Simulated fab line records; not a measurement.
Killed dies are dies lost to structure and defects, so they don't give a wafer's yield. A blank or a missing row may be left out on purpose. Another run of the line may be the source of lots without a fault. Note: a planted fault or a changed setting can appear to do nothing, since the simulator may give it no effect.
Chamber matching + flow berkeleyCmos170 + rieSi-01 running UCB170_GATE_ETCH_15: 4 sister chambers
The step etches poly-Si in HBr/Cl2, stops on SiO2, time 56.3 s, target depth 278.2 nm. 4 wafers are shown with their chamber, then 7 later ones without.

## WAFERS WITH THEIR CHAMBER
| wafer  | chamber | throttleValvePct (%) |
|--------|---------|----------------------|
| L829.5 | 1       | 26.14                |
| L831.6 | 0       | 26.32                |
| L844.5 | 2       | 26.52                |
| L846.5 | 3       | 26.16                |

## WAFERS WHOSE CHAMBER IS MISSING
| wafer  | throttleValvePct (%) |
|--------|----------------------|
| L846.6 | 26.53                |
| L845.1 | 26.54                |
| L845.5 | 26.16                |
| L845.6 | 26.53                |
| L847.1 | 26.14                |
| L847.4 | 26.51                |
| L847.5 | 26.14                |

## WHICH CHAMBER EACH ONE RAN IN
| wafer  | from the rows above     | in truth |
|--------|-------------------------|----------|
| L846.6 | 2                       | 2        |
| L845.1 | 2                       | 2        |
| L845.5 | can't be placed: 3 or 1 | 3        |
| L845.6 | 2                       | 2        |
| L847.1 | can't be placed: 1 or 3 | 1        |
| L847.4 | 2                       | 2        |
| L847.5 | can't be placed: 1 or 3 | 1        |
Correctly placed: 4 of 7. From these rows, 3 cannot be placed; in 3 the true chamber is one of the candidates. 0 placed wrongly.
How it was worked out, from the rows above alone: a wafer's distance from a chamber is the root of the sum, over the readings, of the square of ((its reading less the chamber's mean) divided by the reading's scatter). If the next closest chamber is less than 2 further off than the closest, the wafer can't be placed; otherwise it belongs to the closest. For every chamber, the mean is computed from those of its wafers that are shown. The scatter: root of mean squared gap, hidden wafer to nearest shown wafer, with one shown wafer a chamber.
